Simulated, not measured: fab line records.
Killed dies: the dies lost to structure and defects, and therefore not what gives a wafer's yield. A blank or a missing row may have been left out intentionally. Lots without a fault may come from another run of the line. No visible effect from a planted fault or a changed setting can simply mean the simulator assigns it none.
fab line records -- flow berkeleyCmos170
record lots=14, wafers=42, lastDay=13
route steps=331 shown V1@255 M2@272
lots untouched by any fault: they come from a run of this same line in which no faults occurred
startH: hours from the record's first day to the start of the lot's first wafer shown -- waitH: hours from the lot's prior step to this one -- " as in the row above -- L1.1+2: several wafers, shown together as one row -- - no value, or no start given -- * or withheld: withheld -- < > ~ a bound
route shown NAME@n: NAME is a module with steps in the file, n the number in the route of the first one -- usual: mean and standard deviation over wafers with no fault -- same: alike in all rows -- chamber/n: place in a boat -- sites: per-site readings -- _std_site: standard deviation across them -- _edge_site: the outer-site mean with the inner-site mean subtracted -- radiusMm: for every site, how far away it sits from the centre of the wafer -- mask NAME#n: copy n -- behind: the last tool/chamber to shape the wafer -- hold: why the lot was held/for how many hours/how that ended -- device: transistor that didn't switch, given as n, p or np -- end of line: tests run on the same wafers once the route is complete -- a step with no rows: only its recipe -- killed: at the first sort, the dies lost to defects and structure; wafer yield is something else -- map: a wafer's dies, x killed, . not, _ none there
set.NAME: the run value of the setting; set.NAME@STEP: its run value at that earlier step -- model.NAME: the simulator's own value behind a step, which no gauge read
one table for each step of the route and one row for each wafer, over a sample of lots
services: the hour from which a tool's chamber was out of use, counted from the record's first day as startH (under 0 if before that day), plus the number of hours and why
## steps
# step UCB170_V1_THK_MEAS_01
# recipe reads=SiO2_of_V1_CVD_00
# usual V1_TEOS_THK=1995/28
lot.wafer,tool,chamber,startH,waitH,V1_TEOS_THK[nm]
L195.1,filmMetro-04,-,170.86,0.1,1996
L195.2,filmMetro-04,-,170.86,0.1,2013
L195.6,filmMetro-04,-,170.86,0.1,2065
L198.1,filmMetro-03,-,183.21,0.1,1975
L198.2,filmMetro-03,-,183.21,0.1,1990
L198.3,filmMetro-03,-,183.21,0.1,1971
L196.1,filmMetro-04,-,184.54,0.1,1988
L196.2,filmMetro-04,-,184.54,0.1,1980
L196.3,filmMetro-04,-,184.54,0.1,1973
L197.4,filmMetro-04,-,185.91,0.0,2030
L197.5,filmMetro-04,-,185.91,0.0,2012
L197.6,filmMetro-04,-,185.91,0.0,2025
L200.2,filmMetro-03,-,198.04,0.1,1999
L200.4,filmMetro-03,-,198.04,0.1,2012
L200.5,filmMetro-03,-,198.04,0.1,2001
L204.3,filmMetro-01,-,225.30,0.1,2020
L204.4,filmMetro-01,-,225.30,0.1,2031
L204.5,filmMetro-01,-,225.30,0.1,2006
L208.1,filmMetro-04,-,241.14,0.1,1945
L208.3,filmMetro-04,-,241.14,0.1,1993
L208.6,filmMetro-04,-,241.14,0.1,2006
L207.2,filmMetro-04,-,242.60,0.1,1982
L207.3,filmMetro-04,-,242.60,0.1,2004
L207.6,filmMetro-04,-,242.60,0.1,1999
L211.3,filmMetro-04,-,254.61,0.1,1923
L211.5,filmMetro-04,-,254.61,0.1,2004
L211.6,filmMetro-04,-,254.61,0.1,1978
L210.2,filmMetro-04,-,256.01,0.2,1988
L210.3,filmMetro-04,-,256.01,0.2,2035
L210.6,filmMetro-04,-,256.01,0.2,2035
L212.1,filmMetro-01,-,268.62,0.1,1949
L212.2,filmMetro-01,-,268.62,0.1,1935
L212.5,filmMetro-01,-,268.62,0.1,1962
L213.1,filmMetro-04,-,269.95,0.1,2001
L213.2,filmMetro-04,-,269.95,0.1,1959
L213.6,filmMetro-04,-,269.95,0.1,2028
L214.1,filmMetro-01,-,278.47,0.1,1979
L214.4,filmMetro-01,-,278.47,0.1,2001
L214.5,filmMetro-01,-,278.47,0.1,1990
L216.1,filmMetro-01,-,305.96,0.1,1989
L216.3,filmMetro-01,-,305.96,0.1,1979
L216.5,filmMetro-01,-,305.96,0.1,2008
# step UCB170_V1_CMP_02
# recipe material=SiO2, downForcePsi=6, platenRpm=60, padVelocityMS=0.75398
# usual motorCurrentA=16.8/1.3
lot.wafer,tool,chamber,startH,waitH,motorCurrentA
L195.1,cmp-01,2,171.02,0.1,15.2
L195.2,cmp-01,3,171.02,0.1,17.0
L195.6,cmp-01,0,171.02,0.1,15.6
L198.3,cmp-01,1,183.27,0.0,14.9
L198.2,cmp-01,3,183.27,0.0,17.5
L198.1,cmp-01,0,183.27,0.0,16.8
L196.3,cmp-02,2,184.65,0.1,17.0
L196.1,cmp-02,3,184.65,0.1,16.7
L196.2,cmp-02,0,184.65,0.1,18.0
L197.4,cmp-01,2,186.04,0.1,15.6
L197.6,cmp-01,0,186.04,0.1,15.6
L197.5,cmp-01,1,186.04,0.1,15.4
L200.2,cmp-02,3,198.09,0.0,15.9
L200.4,cmp-02,1,198.09,0.0,16.3
L200.5,cmp-02,3,198.09,0.0,16.0
L204.3,cmp-01,3,225.34,0.0,17.5
L204.4,cmp-01,2,225.34,0.0,15.0
L204.5,cmp-01,0,225.34,0.0,15.4
L208.3,cmp-02,3,241.30,0.1,16.2
L208.1,cmp-02,0,241.30,0.1,19.2
L208.6,cmp-02,2,241.30,0.1,17.8
L207.2,cmp-01,1,242.65,0.0,15.3
L207.3,cmp-01,2,242.65,0.0,15.4
L207.6,cmp-01,1,242.65,0.0,15.7
L211.3,cmp-01,0,254.65,0.0,16.9
L211.6,cmp-01,0,254.65,0.0,16.0
L211.5,cmp-01,1,254.65,0.0,15.7
L210.3,cmp-02,3,256.16,0.1,16.5
L210.2,cmp-02,0,256.16,0.1,17.6
L210.6,cmp-02,1,256.16,0.1,16.9
L212.1,cmp-02,2,268.68,0.1,18.9
L212.2,cmp-02,3,268.68,0.1,16.9
L212.5,cmp-02,2,268.68,0.1,16.8
L213.2,cmp-01,1,270.11,0.1,15.4
L213.1,cmp-01,2,270.11,0.1,15.2
L213.6,cmp-01,0,270.11,0.1,15.4
L214.4,cmp-02,3,278.53,0.0,16.6
L214.1,cmp-02,1,278.53,0.0,17.1
L214.5,cmp-02,0,278.53,0.0,19.6
L216.1,cmp-01,3,306.02,0.1,16.2
L216.3,cmp-01,0,306.02,0.1,16.0
L216.5,cmp-01,0,306.02,0.1,16.2
# step UCB170_V1_ETCH_14
# recipe chemistry=CHF3/CF4/Ar, target=SiO2, stopOn=Al, CHF3_flow_sccm=45, cf4FlowSccm=15, Ar_flow_sccm=150, pressureMtorr=200, rfW=700, targetDepthA=12500, overEtchFrac=0.25, timeS=291
# usual drypumpMotorCurrentA=5.8/0.52, oesProductAu=0.878/0.01, throttleValvePct=6.92/0.12
lot.wafer,tool,chamber,startH,waitH,drypumpMotorCurrentA,oesProductAu,rfHoursCounterH,throttleValvePct
L195.1,rieDiel-01,1,173.63,0.0,6.0,0.895,87,7.00
L195.2,rieDiel-01,3,173.63,0.0,6.0,0.874,82,7.04
L195.6,rieDiel-01,2,173.63,0.0,5.4,0.881,-,6.91
L198.1,rieDiel-01,3,185.92,0.0,6.0,0.881,83,7.03
L198.2,rieDiel-01,0,185.92,0.0,6.1,0.883,112,6.73
L198.3,rieDiel-01,2,185.92,0.0,5.4,0.875,94,6.90
L196.1,rieDiel-01,1,188.89,0.0,6.0,0.893,88,7.00
L196.2,rieDiel-01,0,188.89,0.0,6.1,0.877,113,6.74
L196.3,rieDiel-01,2,188.89,0.0,5.5,0.882,94,6.90
L197.4,rieDiel-03,0,189.13,0.0,4.7,0.869,114,7.09
L197.5,rieDiel-03,3,189.13,0.0,6.4,0.874,-,6.98
L197.6,rieDiel-03,0,189.13,0.0,4.7,0.875,-,7.08
L200.2,rieDiel-01,2,199.75,0.0,5.4,0.866,95,6.89
L200.4,rieDiel-01,1,199.75,0.0,6.0,0.890,89,7.00
L200.5,rieDiel-01,1,199.75,0.0,6.0,0.898,-,7.00
L204.3,rieDiel-03,1,229.71,0.0,5.2,0.880,10,6.98
L204.4,rieDiel-03,0,229.71,0.0,4.7,0.866,116,7.10
L204.5,rieDiel-03,2,229.71,0.0,6.1,0.878,-,6.98
L208.1,rieDiel-01,1,242.94,0.0,6.0,0.886,91,7.00
L208.3,rieDiel-01,2,242.94,0.0,5.4,0.876,97,6.89
L208.6,rieDiel-01,0,242.94,0.0,6.2,0.874,-,6.74
L207.2,rieDiel-03,0,244.42,0.0,4.7,0.876,117,7.08
L207.3,rieDiel-03,1,244.42,0.0,5.2,0.877,11,6.98
L207.6,rieDiel-03,2,244.42,0.0,6.1,0.879,-,6.98
L211.3,rieDiel-01,2,257.52,0.0,5.5,0.880,98,6.90
L211.5,rieDiel-01,3,257.52,0.0,6.0,0.868,-,7.04
L211.6,rieDiel-01,0,257.52,0.0,6.1,0.881,-,6.72
L210.2,rieDiel-04,0,258.59,0.0,5.7,0.857,12,6.75
L210.3,rieDiel-04,1,258.59,0.0,5.0,0.860,37,6.77
L210.6,rieDiel-04,1,258.59,0.0,4.9,0.868,-,6.75
L212.1,rieDiel-01,1,273.92,0.0,6.1,0.881,92,6.97
L212.2,rieDiel-01,0,273.92,0.0,6.1,0.887,116,6.73
L212.5,rieDiel-01,0,273.92,0.0,6.1,0.890,-,6.73
L213.1,rieDiel-04,3,274.11,0.0,6.3,0.863,21,6.95
L213.2,rieDiel-04,0,274.11,0.0,5.7,0.862,12,6.75
L213.6,rieDiel-04,1,274.11,0.0,5.0,0.866,-,6.75
L214.1,rieDiel-04,2,281.14,0.0,5.9,0.892,20,6.79
L214.4,rieDiel-04,0,281.14,0.0,5.7,0.866,13,6.75
L214.5,rieDiel-04,2,281.14,0.0,5.9,0.897,-,6.77
L216.1,rieDiel-04,1,308.00,0.0,5.0,0.866,39,6.76
L216.3,rieDiel-04,0,308.00,0.0,5.7,0.868,13,6.76
L216.5,rieDiel-04,3,308.00,0.0,6.3,0.865,-,6.97
# step UCB170_V1_STRIP_15
# recipe chemistry=O2, powerW=400, pressureMtorr=3500, platenTempC=withheld, o2FlowSccm=400, overashFraction=0.5
# usual drypumpMotorCurrentA=5.8/0.56, oesProductAu=0.722/0.0045, stripTimeToEndpointS=15.33/0.12
lot.wafer,tool,chamber,startH,waitH,drypumpMotorCurrentA,oesProductAu,rfHoursCounterH,stripTimeToEndpointS
L195.1,plasmaAsher-04,1,173.81,0.1,5.3,0.720,43,15.38
L195.2,plasmaAsher-04,0,173.81,0.1,5.4,0.722,43,15.43
L195.6,plasmaAsher-04,0,173.81,0.1,5.4,0.714,-,15.52
L198.1,plasmaAsher-02,1,186.10,0.1,6.1,0.724,47,15.33
L198.2,plasmaAsher-02,0,186.10,0.1,6.7,0.706,47,15.39
L198.3,plasmaAsher-02,0,186.10,0.1,6.7,0.712,-,15.40
L196.1,plasmaAsher-01,0,189.06,0.1,5.7,0.717,39,15.22
L196.2,plasmaAsher-01,1,189.06,0.1,5.2,0.715,39,15.26
L196.3,plasmaAsher-01,0,189.06,0.1,5.7,0.721,-,15.29
L197.4,plasmaAsher-02,1,189.34,0.1,6.1,0.720,-,15.23
L197.5,plasmaAsher-02,1,189.34,0.1,6.1,0.725,-,15.39
L197.6,plasmaAsher-02,0,189.34,0.1,6.7,0.726,-,15.24
L200.2,plasmaAsher-02,0,199.92,0.1,6.7,0.724,49,15.40
L200.4,plasmaAsher-02,1,199.92,0.1,6.1,0.724,-,15.32
L200.5,plasmaAsher-02,1,199.92,0.1,6.1,0.728,-,15.39
L204.3,plasmaAsher-04,0,229.92,0.1,5.4,0.718,-,11.78
L204.4,plasmaAsher-04,1,229.92,0.1,5.3,0.700,-,11.30
L204.5,plasmaAsher-04,1,229.92,0.1,5.3,0.702,-,11.19
L208.1,plasmaAsher-04,1,243.12,0.1,5.3,0.720,50,15.10
L208.3,plasmaAsher-04,0,243.12,0.1,5.4,0.729,-,15.24
L208.6,plasmaAsher-04,1,243.12,0.1,5.3,0.718,-,15.18
L207.2,plasmaAsher-02,0,244.60,0.1,6.7,0.704,53,11.33
L207.3,plasmaAsher-02,1,244.60,0.1,6.1,0.710,-,11.56
L207.6,plasmaAsher-02,1,244.60,0.1,6.0,0.698,-,11.29
L211.3,plasmaAsher-02,1,257.73,0.1,6.1,0.722,-,15.49
L211.5,plasmaAsher-02,1,257.73,0.1,6.1,0.726,-,15.31
L211.6,plasmaAsher-02,0,257.73,0.1,6.7,0.723,-,15.36
L210.2,plasmaAsher-02,0,258.77,0.1,6.7,0.722,55,15.46
L210.3,plasmaAsher-02,0,258.77,0.1,6.7,0.718,-,15.49
L210.6,plasmaAsher-02,1,258.77,0.1,6.1,0.728,-,15.48
L212.1,plasmaAsher-04,0,274.10,0.1,5.4,0.715,52,15.10
L212.2,plasmaAsher-04,1,274.10,0.1,5.3,0.722,52,15.14
L212.5,plasmaAsher-04,1,274.10,0.1,5.3,0.728,-,15.24
L213.1,plasmaAsher-01,1,274.29,0.1,5.2,0.726,47,15.38
L213.2,plasmaAsher-01,0,274.29,0.1,5.7,0.722,47,15.37
L213.6,plasmaAsher-01,1,274.29,0.1,5.2,0.724,-,15.43
L214.1,plasmaAsher-02,1,281.31,0.1,6.1,0.720,57,15.39
L214.4,plasmaAsher-02,1,281.31,0.1,6.1,0.718,-,15.45
L214.5,plasmaAsher-02,0,281.31,0.1,6.7,0.726,-,15.27
L216.1,plasmaAsher-04,1,308.18,0.1,5.3,0.716,56,15.42
L216.3,plasmaAsher-04,1,308.18,0.1,5.3,0.723,-,15.42
L216.5,plasmaAsher-04,1,308.18,0.1,5.3,0.719,-,15.36
# step UCB170_V1_CD_MEAS_90
# recipe targetCdNm=700
# usual cdNm=700.3/1.4
lot.wafer,tool,chamber,startH,waitH,cdNm
L195.1,cdSem-02,-,173.91,0.1,698.1
L195.2,cdSem-02,-,173.91,0.1,699.5
L195.6,cdSem-02,-,173.91,0.1,699.3
L198.1,cdSem-01,-,186.20,0.1,700.7
L198.2,cdSem-01,-,186.20,0.1,699.1
L198.3,cdSem-01,-,186.20,0.1,700.1
L196.1,cdSem-01,-,189.16,0.1,702.8
L196.2,cdSem-01,-,189.16,0.1,702.7
L196.3,cdSem-01,-,189.16,0.1,701.3
L197.4,cdSem-02,-,189.47,0.1,700.0
L197.5,cdSem-02,-,189.47,0.1,698.2
L197.6,cdSem-02,-,189.47,0.1,698.8
L200.2,cdSem-01,-,200.04,0.1,701.0
L200.4,cdSem-01,-,200.04,0.1,701.1
L200.5,cdSem-01,-,200.04,0.1,700.7
L204.3,cdSem-01,-,230.03,0.1,704.2
L204.4,cdSem-01,-,230.03,0.1,705.8
L204.5,cdSem-01,-,230.03,0.1,706.6
L208.1,cdSem-02,-,243.22,0.1,701.2
L208.3,cdSem-02,-,243.22,0.1,700.7
L208.6,cdSem-02,-,243.22,0.1,700.8
L207.2,cdSem-02,-,244.72,0.1,706.1
L207.3,cdSem-02,-,244.72,0.1,705.5
L207.6,cdSem-02,-,244.72,0.1,704.8
L211.3,cdSem-02,-,257.83,0.1,697.9
L211.5,cdSem-02,-,257.83,0.1,698.1
L211.6,cdSem-02,-,257.83,0.1,698.6
L210.2,cdSem-02,-,258.89,0.1,698.8
L210.3,cdSem-02,-,258.89,0.1,699.2
L210.6,cdSem-02,-,258.89,0.1,699.6
L212.1,cdSem-02,-,274.20,0.1,699.9
L212.2,cdSem-02,-,274.20,0.1,700.8
L212.5,cdSem-02,-,274.20,0.1,702.6
L213.1,cdSem-02,-,274.39,0.1,701.8
L213.2,cdSem-02,-,274.39,0.1,703.5
L213.6,cdSem-02,-,274.39,0.1,701.3
L214.1,cdSem-02,-,281.41,0.1,701.0
L214.4,cdSem-02,-,281.41,0.1,701.9
L214.5,cdSem-02,-,281.41,0.1,701.5
L216.1,cdSem-02,-,308.28,0.1,698.8
L216.3,cdSem-02,-,308.28,0.1,700.8
L216.5,cdSem-02,-,308.28,0.1,699.8
# step UCB170_M2_SPUTTER_01
# recipe material=Al, targetThkNm=900, timeS=120, powerW=6000, chamberPressurePa=0.5
# usual throttleValvePct=28.9/0.98
lot.wafer,tool,chamber,startH,waitH,throttleValvePct
L195.1,pvdSputter-04,-,174.10,0.0,30.0
L195.2,pvdSputter-04,-,174.10,0.0,29.8
L195.6,pvdSputter-04,-,174.10,0.0,28.4
L198.1,pvdSputter-03,-,186.38,0.0,29.0
L198.2,pvdSputter-03,-,186.38,0.0,29.6
L198.3,pvdSputter-03,-,186.38,0.0,29.0
L196.1,pvdSputter-04,-,189.35,0.0,29.9
L196.2,pvdSputter-04,-,189.35,0.0,29.3
L196.3,pvdSputter-04,-,189.35,0.0,29.7
L197.4,pvdSputter-03,-,189.59,0.0,29.0
L197.5,pvdSputter-03,-,189.59,0.0,29.3
L197.6,pvdSputter-03,-,189.59,0.0,29.1
L200.2,pvdSputter-04,-,200.21,0.0,29.5
L200.4,pvdSputter-04,-,200.21,0.0,28.7
L200.5,pvdSputter-04,-,200.21,0.0,28.1
L204.3,pvdSputter-01,-,230.17,0.0,27.0
L204.4,pvdSputter-01,-,230.17,0.0,27.0
L204.5,pvdSputter-01,-,230.17,0.0,27.2
L208.1,pvdSputter-01,-,243.41,0.0,26.9
L208.3,pvdSputter-01,-,243.41,0.0,27.0
L208.6,pvdSputter-01,-,243.41,0.0,30.2
L207.2,pvdSputter-04,-,244.89,0.0,29.5
L207.3,pvdSputter-04,-,244.89,0.0,28.4
L207.6,pvdSputter-04,-,244.89,0.0,28.5
L211.3,pvdSputter-04,-,257.99,0.0,30.0
L211.5,pvdSputter-04,-,257.99,0.0,29.5
L211.6,pvdSputter-04,-,257.99,0.0,28.4
L210.2,pvdSputter-01,-,259.05,0.0,30.1
L210.3,pvdSputter-01,-,259.05,0.0,26.6
L210.6,pvdSputter-01,-,259.05,0.0,29.1
L212.1,pvdSputter-03,-,274.39,0.0,29.5
L212.2,pvdSputter-03,-,274.39,0.0,29.5
L212.5,pvdSputter-03,-,274.39,0.0,29.2
L213.1,pvdSputter-04,-,274.58,0.0,28.5
L213.2,pvdSputter-04,-,274.58,0.0,29.6
L213.6,pvdSputter-04,-,274.58,0.0,29.3
L214.1,pvdSputter-01,-,281.60,0.0,26.7
L214.4,pvdSputter-01,-,281.60,0.0,29.7
L214.5,pvdSputter-01,-,281.60,0.0,28.7
L216.1,pvdSputter-04,-,308.47,0.0,30.0
L216.3,pvdSputter-04,-,308.47,0.0,29.5
L216.5,pvdSputter-04,-,308.47,0.0,30.0
## services
tool,chamber,startH,hours,kind
pvdSputter-04,-,154.28,3.6,repair
cmp-02,-,164.40,2.1,repair
cmp-01,-,186.90,0.8,repair
rieDiel-03,-,190.23,2.0,repair
cmp-01,-,198.59,0.7,repair
cmp-02,-,200.69,3.8,repair
rieDiel-04,3,204.72,4.5,repair
cmp-01,-,206.85,1.9,repair
cmp-01,-,207.92,1.8,repair
rieDiel-04,0,223.10,10.7,repair
cmp-02,-,232.00,4.0,pm
pvdSputter-03,-,238.28,3.5,repair
rieDiel-03,-,239.31,0.2,repair
rieDiel-04,-,239.83,15.6,pm
rieDiel-01,-,247.67,0.4,repair
cmp-01,-,248.37,0.3,repair
plasmaAsher-04,-,257.70,1.3,repair
rieDiel-03,-,269.70,0.4,repair
cmp-01,-,271.10,2.7,repair
rieDiel-01,0,287.04,6.3,repair
rieDiel-01,3,295.33,8.3,repair
pvdSputter-01,-,298.67,1.1,repair
pvdSputter-03,-,300.23,1.0,repair
pvdSputter-01,-,308.43,1.1,repair
## key
firstSign step=UCB170_V1_STRIP_15, reading=stripTimeToEndpointS, direction=down, sigmas=32, usual=*, struck=*
effect step=UCB170_V1_STRIP_15, reading=oesProductAu, direction=down, sigmas=3.6, usual=0.722, struck=0.705, wafersMoved=4
effect step=UCB170_V1_CD_MEAS_90, reading=cdNm, direction=up, sigmas=3.9, usual=700.3, struck=705.5
metAt UCB170_V1_ETCH_14
struckLots L204,L207
sortLeftOut L204.3,L204.4,L204.5
notActingAt UCB170_V1_THK_MEAS_01,UCB170_V1_CMP_02,UCB170_M2_SPUTTER_01
onsetBetween 189.13 229.71
fault kind=processParameterDrift, tool=rieDiel-03, chamber=-, onsetH=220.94, steps=UCB170_V1_ETCH_14, channel=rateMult, offset=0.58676, shape=step, endH=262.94
# sortLeftOut: the simulated sort isn't trusted on such a fault, so these wafers' sort isn't shown, and their yield isn't known
